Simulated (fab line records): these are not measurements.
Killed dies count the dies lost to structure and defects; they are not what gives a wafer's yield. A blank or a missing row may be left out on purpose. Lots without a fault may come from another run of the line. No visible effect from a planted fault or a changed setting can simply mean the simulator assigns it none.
Problem report in the 8D (eight disciplines) form, filled by code    flow rit cmos    the parts of the form that need people (team, actions taken, sign-off) are left out

## 1. PROBLEM STATEMENT
Across 6 wafers from 2 lots, ACTIVE_OXIDE_THK at RIT_ACTIVE_THK_MEAS_02 averages 66.5 nm, while fault-free wafers read 43.1 nm with a standard deviation of 0.78. Relative to the usual mean, that is a shift of +30 standard deviations.
Seen first at day 3 05:02 on film metro-02, wafer L748.1. Wafers with a number at this step in the record: 42, from 14 lots. The rule behind "out" and "out of limits": a value lying over 4 standard deviations away from the usual mean. The other wafers with a number count as sound.

## 2. WHAT IT IS, AND WHAT IT ISN'T
question                     is                            is not
which readings at this step  ACTIVE_OXIDE_THK              -
which lots                   L748, L750                    L740, L741, L742, L743, L744, L745, L749, L757, L758, L760, L761, L762
which wafers of those lots   all that have a number        -
read on which gauges         film metro-01, film metro-02  film metro-03
when                         from day 3 05:02              up to then (18 sound wafers); but 18 sound wafers of L749, L757, L758, L760, L761, L762 came after

## 3. SUSPECTS, AND WHAT RULES EACH OUT
Counting: a tool at a process step up to the reading stays a suspect if it ran every lot that is out and no sound lot after the first of them.
- the gauge at RIT_ACTIVE_THK_MEAS_02: ruled out. The wafers that are out were read on 2 gauges (film metro-01, film metro-02).
- furnace-04 at RIT_ACTIVE_OXIDATION_01 (target thk 46.8 nm, ox time 3360 s): kept. All lots that are out passed through it, beginning with L748 at day 3 03:06, and no sound lot followed; its final sound lot before that point was L745 at day 2 12:07.
After counting, what remains is furnace-04 at RIT_ACTIVE_OXIDATION_01.

## 4. THE CAUSE (what the simulator had put in)
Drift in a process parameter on furnace-04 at RIT_ACTIVE_OXIDATION_01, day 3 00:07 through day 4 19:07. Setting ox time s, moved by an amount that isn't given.
Counting left only this tool.

## 5. SEQUENCE OF EFFECTS, ordered by route
Rows list readings where the struck wafers' mean (over those with a number) sits beyond 3 standard deviations from the usual. Only readings whose record carries a usual standard deviation are examined. hours: median over the lots of the time between each lot's start at the first step of this table that gives one and its start at this step. sigmas: the change, counted in usual standard deviations.
hours  step                    reading           usual    on struck wafers  change  sigmas
0      RIT_ACTIVE_THK_MEAS_02  ACTIVE_OXIDE_THK  43.1 nm  66.5              +23.4   +30

## 6. WHAT WOULD HAVE CAUGHT IT SOONER
5 hours passed between the start of the fault at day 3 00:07 and the first reading out of limits at a measuring or inspecting step in this record, taken at day 3 05:02.
Among the 2 lots that are out, L750 began RIT_ACTIVE_OXIDATION_01 on furnace-04 after day 3 05:02. Putting the tool on hold at that point would have spared it.
